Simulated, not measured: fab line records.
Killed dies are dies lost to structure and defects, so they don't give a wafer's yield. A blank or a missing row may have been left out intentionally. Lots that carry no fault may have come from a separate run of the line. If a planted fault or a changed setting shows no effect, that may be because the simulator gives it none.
fab line records -- flow rit_cmos
[record] lots = 6, wafers = 18, last_day = 7
route steps=202 shown PWELL@46 WELLDRIVE@50 NWELL@51 NRETRO@53
lots that met no fault: taken from a fault-free run of the same line
start_h: the number of hours between the record's first day and the start of the first shown wafer of the lot -- wait_h: hours elapsed since this lot's preceding step -- " repeats the value in the row above -- L1.1+2: several wafers, shown together as one row -- - no value, or no start was given -- * or withheld: withheld -- < > ~ a bound
route shown NAME@n: a module of which the file shows steps, and the number in the route of the first -- usual: the fault-free wafers' mean and standard deviation -- same: alike in all rows -- chamber/n: place in a boat -- sites: readings site by site -- _std_site: standard deviation of those values -- _edge_site: the outer-site mean with the inner-site mean subtracted -- radius_mm: for every site, how far away it sits from the centre of the wafer -- mask NAME#n: copy n -- behind: tool/chamber where the wafer was last shaped -- hold: cause of the lot's hold/its duration in hours/its outcome -- device: the n, p or np transistor that did not switch -- end of line: tests of these same wafers at the route's end -- a step without rows: its recipe alone -- killed: count of dies lost to structure and defects at first sort (not the wafer's yield) -- map: shows each die of a wafer: x if killed, . if not, _ if none is there
set.NAME: the setting as run; set.NAME@STEP: as run at that earlier step -- model.NAME: the simulator's own value behind a step, which no gauge read
certain route steps with their lots: each step a table, each wafer a row
services: when a tool's chamber went out of use (start_h, in hours from the record's first day, below 0 if earlier), for how many hours, and the reason
[[steps]]
[step RIT_PWELL_HARDBAKE_07]
[recipe] resist = NOVOLAK, temp_c = 140, time_s = 120
[step RIT_PWELL_IMPLANT_08]
[recipe] species = B, energy_kev = 170, dose_cm2 = 7e+13, tilt_deg = 7
[step RIT_PWELL_STRIP_09]
[recipe] chemistry = O2, time_s = 180, resist = NOVOLAK, platen_temp_c = withheld, power_w = 500, pressure_mtorr = 4000, o2_flow_sccm = 4000
[usual] drypump_motor_current_A = 5.7/0.56
lot.wafer,tool,chamber,start_h,wait_h,drypump_motor_current_A,rf_hours_counter_h
L486.1,plasma_asher-04,0,38.82,0.1,5.9,39
L486.4,plasma_asher-04,0,38.82,0.1,5.8,-
L486.5,plasma_asher-04,0,38.82,0.1,5.9,-
L495.1,plasma_asher-02,0,82.66,0.1,5.1,45
L495.3,plasma_asher-02,1,82.66,0.1,6.5,-
L495.4,plasma_asher-02,0,82.66,0.1,5.1,-
L499.1,plasma_asher-02,1,100.86,0.1,6.5,47
L499.2,plasma_asher-02,0,100.86,0.1,5.1,47
L499.3,plasma_asher-02,1,100.86,0.1,6.6,-
L502.3,plasma_asher-01,1,114.19,0.1,5.7,-
L502.5,plasma_asher-01,1,114.19,0.1,5.8,-
L502.6,plasma_asher-01,0,114.19,0.1,5.1,-
L504.1,plasma_asher-02,1,133.71,0.1,6.6,1
L504.2,plasma_asher-02,0,133.71,0.1,5.1,1
L504.3,plasma_asher-02,1,133.71,0.1,6.6,-
L506.2,plasma_asher-02,1,138.32,0.1,6.6,1
L506.3,plasma_asher-02,0,138.32,0.1,5.1,-
L506.5,plasma_asher-02,1,138.32,0.1,6.6,-
[step RIT_PWELL_TW_MEAS_10]
[usual] PWELL_TW = 941/6.6
lot.wafer,tool,chamber,start_h,wait_h,PWELL_TW
L486.1,film_metro-04,-,39.00,0.1,942
L486.4,film_metro-04,-,39.00,0.1,939
L486.5,film_metro-04,-,39.00,0.1,946
L495.1,film_metro-04,-,82.84,0.1,947
L495.3,film_metro-04,-,82.84,0.1,951
L495.4,film_metro-04,-,82.84,0.1,947
L499.1,film_metro-01,-,101.04,0.1,944
L499.2,film_metro-01,-,101.04,0.1,941
L499.3,film_metro-01,-,101.04,0.1,943
L502.3,film_metro-03,-,114.33,0.1,941
L502.5,film_metro-03,-,114.33,0.1,939
L502.6,film_metro-03,-,114.33,0.1,935
L504.1,film_metro-04,-,133.88,0.1,956
L504.2,film_metro-04,-,133.88,0.1,954
L504.3,film_metro-04,-,133.88,0.1,954
L506.2,film_metro-01,-,138.51,0.1,945
L506.3,film_metro-01,-,138.51,0.1,939
L506.5,film_metro-01,-,138.51,0.1,946
[step RIT_WELLDRIVE_ANNEAL_00]
[recipe] temp_c = 1100, time_s = 14700, ambient = N2
[step RIT_WELLDRIVE_RS_MEAS_01]
[recipe] thk_meas_gauge = four-point-probe
[usual] NWELL_RS = 275.5/0.66
lot.wafer,tool,chamber,start_h,wait_h,NWELL_RS[ohm/sq]
L486.1,film_metro-03,-,44.64,0.0,276.0
L486.4,film_metro-03,-,44.64,0.0,275.2
L486.5,film_metro-03,-,44.64,0.0,275.9
L495.1,film_metro-03,-,87.98,0.0,275.2
L495.3,film_metro-03,-,87.98,0.0,274.5
L495.4,film_metro-03,-,87.98,0.0,275.8
L499.1,film_metro-04,-,106.41,0.0,275.7
L499.2,film_metro-04,-,106.41,0.0,275.5
L499.3,film_metro-04,-,106.41,0.0,275.4
L502.3,film_metro-03,-,127.91,0.0,274.5
L502.5,film_metro-03,-,127.91,0.0,275.1
L502.6,film_metro-03,-,127.91,0.0,275.3
L504.1,film_metro-04,-,139.24,0.0,275.4
L504.2,film_metro-04,-,139.24,0.0,276.2
L504.3,film_metro-04,-,139.24,0.0,275.8
L506.2,film_metro-03,-,144.89,0.0,274.5
L506.3,film_metro-03,-,144.89,0.0,274.9
L506.5,film_metro-03,-,144.89,0.0,274.7
[step RIT_WELLDRIVE_RS_MEAS_02]
[recipe] thk_meas_gauge = four-point-probe
[usual] PWELL_RS = 429.8/1.2
lot.wafer,tool,chamber,start_h,wait_h,PWELL_RS[ohm/sq]
L486.1,film_metro-03,-,44.76,0.1,433.1
L486.4,film_metro-03,-,44.76,0.1,430.7
L486.5,film_metro-03,-,44.76,0.1,433.5
L495.1,film_metro-03,-,88.10,0.1,427.8
L495.3,film_metro-03,-,88.10,0.1,430.4
L495.4,film_metro-03,-,88.10,0.1,429.4
L499.1,film_metro-04,-,106.53,0.1,430.2
L499.2,film_metro-04,-,106.53,0.1,429.9
L499.3,film_metro-04,-,106.53,0.1,429.5
L502.3,film_metro-03,-,128.03,0.1,429.0
L502.5,film_metro-03,-,128.03,0.1,429.1
L502.6,film_metro-03,-,128.03,0.1,430.2
L504.1,film_metro-04,-,139.36,0.1,428.7
L504.2,film_metro-04,-,139.36,0.1,429.3
L504.3,film_metro-04,-,139.36,0.1,429.5
L506.2,film_metro-03,-,145.01,0.1,430.3
L506.3,film_metro-03,-,145.01,0.1,429.8
L506.5,film_metro-03,-,145.01,0.1,431.1
[step RIT_NRETRO_HMDS_00]
[recipe] prime_time_s = 60, prime_temp_c = 140
[step RIT_NRETRO_COAT_01]
[recipe] resist = NOVOLAK, spin_rpm = 2000, resist_thk_nm = 1300
[step RIT_NRETRO_SOFTBAKE_02]
[recipe] resist = NOVOLAK, temp_c = 90, time_s = 60
[step RIT_NRETRO_EXPOSE_03]
[recipe] mask_id = M4, na = 0.57, target_cd_nm = 43900, dose_mj = 250
[step RIT_NRETRO_PEB_04]
[recipe] resist = NOVOLAK, temp_c = withheld, time_s = withheld
[step RIT_NRETRO_DEVELOP_05]
[recipe] resist = NOVOLAK, develop_time_s = 68, dev_temp_c = 23
[usual] chill_plate_temp_C = 23.00/0.11, develop_time_s = 68/0
lot.wafer,tool,chamber,start_h,wait_h,chill_plate_temp_C,develop_time_s
L486.1,litho_track-01,0,45,-,23.17,68
L486.4,litho_track-01,0,45,-,22.91,68
L486.5,litho_track-01,0,45,-,22.98,68
L495.1,litho_track-04,0,89,-,23.12,68
L495.3,litho_track-04,0,89,-,23.05,68
L495.4,litho_track-04,0,89,-,23.09,68
L499.1,litho_track-04,0,107,-,22.91,68
L499.2,litho_track-04,0,107,-,23.02,68
L499.3,litho_track-04,0,107,-,23.02,68
L502.3,litho_track-02,0,128,-,22.83,68
L502.5,litho_track-02,0,128,-,22.93,68
L502.6,litho_track-02,0,128,-,22.98,68
L504.1,litho_track-02,-,140,-,-,-
L504.2,litho_track-02,-,140,-,-,-
L504.3,litho_track-02,-,140,-,-,-
L506.2,litho_track-04,-,145,-,-,-
L506.3,litho_track-04,-,145,-,-,-
L506.5,litho_track-04,-,145,-,-,-
[step RIT_NRETRO_OVL_MEAS_06]
[usual] NRETRO_OVL = 0.7/1.3
lot.wafer,tool,chamber,start_h,wait_h,NRETRO_OVL[nm]
L486.1,overlay-01,-,45.80,-,-0.3
L486.4,overlay-01,-,45.80,-,1.2
L486.5,overlay-01,-,45.80,-,1.5
L495.1,overlay-02,-,89.22,-,3.5
L495.3,overlay-02,-,89.22,-,0.9
L495.4,overlay-02,-,89.22,-,0.0
L499.1,overlay-02,-,107.65,-,1.6
L499.2,overlay-02,-,107.65,-,0.8
L499.3,overlay-02,-,107.65,-,0.9
L502.3,overlay-02,-,129.00,-,1.8
L502.5,overlay-02,-,129.00,-,1.4
L502.6,overlay-02,-,129.00,-,1.4
L504.1,overlay-01,-,140.60,-,-
L504.2,overlay-01,-,140.60,-,-
L504.3,overlay-01,-,140.60,-,-
L506.2,overlay-01,-,145.99,-,-
L506.3,overlay-01,-,145.99,-,-
L506.5,overlay-01,-,145.99,-,-
[[services]]
tool,chamber,start_h,hours,kind
plasma_asher-02,-,108.75,9.0,pm
plasma_asher-02,0,108.75,11.4,vent_cycle
plasma_asher-02,1,108.75,11.4,vent_cycle
plasma_asher-02,-,116.00,4.1,repair
plasma_asher-02,0,117.75,-,clean
plasma_asher-02,1,117.75,-,clean
plasma_asher-01,-,132.24,3.4,repair
[[key]]
[first_sign] step = RIT_NRETRO_DEVELOP_05, reading = tool_record, direction = missing
effect none on later readings
met_at RIT_NRETRO_DEVELOP_05
struck_wafers L504.1,L504.2,L504.3,L506.2,L506.3,L506.5
sort_left_out L504.1,L504.2,L504.3,L506.2,L506.3,L506.5
tester_left_out L504,L506
[fault] kind = skipped_step_whole, tool = litho_track-02,litho_track-04, chamber = -, onset_h = 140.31, steps = RIT_NRETRO_DEVELOP_05, scope = struck_lots_only
// tester_left_out: of these lots the tester's yield and bins aren't shown, on N5 and GAA mostly nor the transistor test; their killed dies are dies lost to structure and defects alone, not to doping, threshold or leakage, so they don't give the yield
// sort_left_out: the simulated sort isn't trusted on such a fault, so these wafers' sort isn't shown, and their yield isn't known
